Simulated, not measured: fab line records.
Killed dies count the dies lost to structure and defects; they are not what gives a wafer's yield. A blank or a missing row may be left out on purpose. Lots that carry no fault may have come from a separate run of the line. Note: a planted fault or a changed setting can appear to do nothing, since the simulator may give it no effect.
Which of the tools did it? | flow ritCmos | Sampling: 7 lots, 21 wafers, 2 of 202 route steps

## WHAT EACH GAUGE READ, for each wafer
RIT_ACTIVE_CD_MEAS_11: the cd target is 1400 nm.
lot  | measured    | on       | cdNm (nm)
L484 | day 2 00:26 | cdSem-02 | 1403.5 1402.7 1403.0
L486 | day 2 10:26 | cdSem-01 | 1401.6 1403.5 1402.1
L488 | day 2 20:35 | cdSem-01 | 1399.8 1400.8 1402.0
L492 | day 3 16:26 | cdSem-02 | 1398.1 1400.7 1399.6
L495 | day 4 07:29 | cdSem-01 | 1399.3 1398.3 1398.6
L498 | day 4 22:28 | cdSem-01 | 1352.0 1394.1 1371.8
L501 | day 5 13:35 | cdSem-02 | 1348.5 1392.5 1407.0

## WHICH TOOL RAN EACH LOT (tool, then ch and the chambers of the sampled wafers, then the start)
lot  | RIT_ACTIVE_EXPOSE_08
L484 | ilineStepper-02 ch 0, day 2 00:02
L486 | ilineStepper-02 ch 0, day 2 10:02
L488 | ilineStepper-01 ch 0, day 2 20:11
L492 | ilineStepper-01 ch 0, day 3 16:02
L495 | ilineStepper-02 ch 0, day 4 07:05
L498 | ilineStepper-02 ch 0, day 4 22:04
L501 | ilineStepper-02 ch 0, day 5 13:11
- RIT_ACTIVE_EXPOSE_08: exposes mask M1, target cd 1400 nm.

## THE ANSWER, worked out from the rows above alone
Rule: usual is defined by the lots themselves. Put in order of their means at a reading, lots are off if they are a third of the lots or fewer, leave a main group of 4 or more, and stand apart from it by a gap of 3 or more times the standard deviation of the main group's means; of several such gaps the widest counts. The tables above print the reading to a certain number of digits; a main group whose means all agree to those digits is not used. Also off: a lot with no number at a reading for which 4 or more lots have one. The other lots that the step has rows for count as sound.
Off: L498, L501 (RIT_ACTIVE_CD_MEAS_11, cdNm). The main group has a mean of 1400.9 nm with a standard deviation of 1.7.
A tool fits if, at a process step before that reading, it ran every lot that is off, and no sound lot after the first of them. Those tools and the gauges at RIT_ACTIVE_CD_MEAS_11 are tried in the same way. One candidate fits, namely ilineStepper-02 at RIT_ACTIVE_EXPOSE_08. A fault onset in the window from L495 (day 4 07:05, its last sound lot) to L498 (day 4 22:04, its first lot off) fits.

## WHAT THE SIMULATOR PUT IN
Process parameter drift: ilineStepper-02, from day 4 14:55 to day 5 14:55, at RIT_ACTIVE_EXPOSE_08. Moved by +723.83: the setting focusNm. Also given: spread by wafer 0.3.
Shown lots that were struck: L498, L501. The same result came from the rule above.
